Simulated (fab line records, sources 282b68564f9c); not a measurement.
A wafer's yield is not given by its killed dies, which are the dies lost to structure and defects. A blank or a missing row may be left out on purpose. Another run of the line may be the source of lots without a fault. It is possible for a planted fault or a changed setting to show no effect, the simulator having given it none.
Commonality check across tools -- flow rit cmos -- 14 lots, 42 wafers sampled

## WHY THIS WAS OPENED
RIT_REOX_THK_MEAS_04, reading REOX_OXIDE_THK: flagged on 2 of 14 lots. Wafers without a fault read 25.3 nm, standard deviation 0.42.
Rule: a lot is flagged when every wafer of it that has a number lies more than 4 standard deviations from that mean, or none has a number. All remaining lots are regarded as sound.

lot,measured,on,"REOX_OXIDE_THK (nm), wafer by wafer",flag
L500,day 3 00:19,film metro-04,25.1 25.3 25.4,
L501,day 3 03:56,film metro-04,25.3 24.9 24.7,
L503,day 3 19:26,film metro-02,24.7 24.7 24.6,
L504,day 3 20:58,film metro-04,25.3 25.2 24.8,
L505,day 3 23:30,film metro-03,25.1 25.3 25.8,
L506,day 4 05:53,film metro-03,25.7 25.9 25.8,
L507,day 4 13:36,film metro-03,25.4 25.4 25.8,
L508,day 4 18:48,film metro-03,25.7 25.5 25.2,
L509,day 5 02:26,film metro-02,22.4 22.4 22.2,FLAGGED
L510,day 5 09:52,film metro-02,25.4 25.6 25.4,
L512,day 5 17:11,film metro-03,20.8 21.1 21.3,FLAGGED
L515,day 6 10:02,film metro-04,24.8 25.4 24.9,
L519,day 7 03:22,film metro-02,25.4 25.2 25.0,
L522,day 7 18:29,film metro-02,25.8 25.4 25.3,
On average the flagged lots' numbers are 21.7 nm, which is -3.6 nm against the usual, or -9 standard deviations.

## EACH LOT AND THE TOOL IT RAN ON
The record keeps 1 process step preceding the reading, out of 202 steps on the route. Read each cell as the tool, then ch plus the chambers that the sampled wafers visited, then the start.
lot,flag,RIT_REOX_OXIDATION_03
L500,,"furnace-04 ch 0, day 2 21:46"
L501,,"furnace-04 ch 0, day 3 01:23"
L503,,"furnace-01 ch 0, day 3 16:53"
L504,,"furnace-04 ch 0, day 3 18:24"
L505,,"furnace-04 ch 0, day 3 20:57"
L506,,"furnace-04 ch 0, day 4 03:20"
L507,,"furnace-01 ch 0, day 4 11:02"
L508,,"furnace-01 ch 0, day 4 16:15"
L509,FLAGGED,"furnace-01 ch 0, day 4 23:53"
L510,,"furnace-03 ch 0, day 5 07:19"
L512,FLAGGED,"furnace-01 ch 0, day 5 14:38"
L515,,"furnace-04 ch 0, day 6 07:29"
L519,,"furnace-03 ch 0, day 7 00:49"
L522,,"furnace-03 ch 0, day 7 15:55"
What these steps do:
- RIT_REOX_OXIDATION_03: target thk 25.2 nm, ox time 5580 s.
- RIT_REOX_THK_MEAS_04

## FLAGGED AGAINST TOTAL, ONE TOOL AT A TIME (gauges that did the reading follow at the end)
step,tool,lots run,flagged,share of the flagged lots,sound lots run after its first flagged lot
RIT_REOX_OXIDATION_03,furnace-01,5,2,all,0
RIT_REOX_OXIDATION_03,furnace-03,3,0,none,-
RIT_REOX_OXIDATION_03,furnace-04,6,0,none,-
RIT_REOX_THK_MEAS_04,film metro-02,5,1,some,"3 (L510,L519,L522)"
RIT_REOX_THK_MEAS_04,film metro-03,5,1,some,0
RIT_REOX_THK_MEAS_04,film metro-04,4,0,none,-

## WHAT THE TABLE ALLOWS
In the table, 1 row covers all flagged lots: furnace-01 at RIT_REOX_OXIDATION_03.
- furnace-01 at RIT_REOX_OXIDATION_03: 2 of its 5 lots flagged. It ran its last sound lot, L508, at day 4 16:15 and its first flagged lot, L509, at day 4 23:53: a fault with its onset between the two fits.
What remains is a single tool, furnace-01 at RIT_REOX_OXIDATION_03.

## WHAT THE SIMULATOR HAD INSERTED
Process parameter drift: furnace-01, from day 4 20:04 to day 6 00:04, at RIT_REOX_OXIDATION_03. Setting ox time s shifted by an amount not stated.
Lots struck among those shown: L509, L512. The rule above reached the same finding.
